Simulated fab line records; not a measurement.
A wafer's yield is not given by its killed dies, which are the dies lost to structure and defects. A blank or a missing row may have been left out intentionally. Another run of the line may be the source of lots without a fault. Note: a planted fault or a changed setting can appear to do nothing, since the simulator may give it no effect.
Split-lot experiment	flow berkeleyCmos170	23 wafers read from 5 lots, route of 331 steps

## ON THE SPLIT
At UCB170_ACTIVE_CVD_05 (deposits Si3N4 from SiH2Cl2/NH3, target thk 220 nm, time 3300 s), the setting nh3FlowSccm was moved away from the recipe's 75 sccm on 15 of the 23 wafers read, by -13.4% to +5.2%. For the rest of the wafers, this setting stayed at what the recipe calls for.

## FROM THE SPLIT TO THE READING: what the file shows between them, 3 steps
- UCB170_PFIELD_DEVELOP_05: develop time 45 s (also split here: developTimeS)
- UCB170_PFIELD_IMPLANT_07
- UCB170_PFIELD_STRIP_08: strips in O2

## THE READING
Si3N4_of_ACTIVE_CVD_05.thkNm (the simulator's own value, which no gauge read), in nm, at UCB170_FIELD_CLEAN_00 (cleans in dHF, time 7.5 s). The file does not state a usual value for it. Average 218.9 nm, standard deviation 1.6 nm, over the 8 wafers here run with the recipe.

wafer	tool, chamber at the split	nh3FlowSccm as run, sccm	against the recipe	Si3N4_of_ACTIVE_CVD_05.thkNm, nm	against lot-mates on the recipe
L074.1	lpcvd-01, 1	75	recipe	218.6	-
L074.3	lpcvd-01, 1	75	recipe	216.9	-
L074.5	lpcvd-01, 1	75	recipe	216.5	-
L079.1	-, -	65.7	-12.4%	199.3	no lot-mate on the recipe
L079.6	-, -	65.7	-12.4%	199.3	no lot-mate on the recipe
L079.2	-, -	65.7	-12.4%	200.6	no lot-mate on the recipe
L079.3	-, -	65.7	-12.4%	202.6	no lot-mate on the recipe
L079.4	-, -	65.7	-12.4%	202.3	no lot-mate on the recipe
L078.1	-, -	75	recipe	218.4	-
L078.2	-, -	75	recipe	218.8	-
L078.3	-, -	75	recipe	221.4	-
L078.5	-, -	75	recipe	220.1	-
L078.6	-, -	75	recipe	220.2	-
L082.1	-, -	64.96	-13.4%	198.5	no lot-mate on the recipe
L082.2	-, -	64.96	-13.4%	196.7	no lot-mate on the recipe
L082.3	-, -	64.96	-13.4%	200.7	no lot-mate on the recipe
L082.4	-, -	64.96	-13.4%	198.7	no lot-mate on the recipe
L082.6	-, -	64.96	-13.4%	198.9	no lot-mate on the recipe
L083.1	-, -	78.93	+5.2%	228	no lot-mate on the recipe
L083.2	-, -	78.93	+5.2%	228.7	no lot-mate on the recipe
L083.3	-, -	78.93	+5.2%	230.6	no lot-mate on the recipe
L083.4	-, -	78.93	+5.2%	228.1	no lot-mate on the recipe
L083.6	-, -	78.93	+5.2%	228.2	no lot-mate on the recipe

THE FIT
A straight line over all 23 wafers: Si3N4_of_ACTIVE_CVD_05.thkNm changes by +1.56 nm for each +1% of nh3FlowSccm; r = +0.99; the points scatter about the line by 1.6 nm.
Too few moved wafers with a lot-mate on the recipe to fit a line net of each lot's own level.

## FILE'S OWN FIT
Si3N4_of_ACTIVE_CVD_05.thkNm changes by +1.56 nm for each +1% of nh3FlowSccm, r = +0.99.
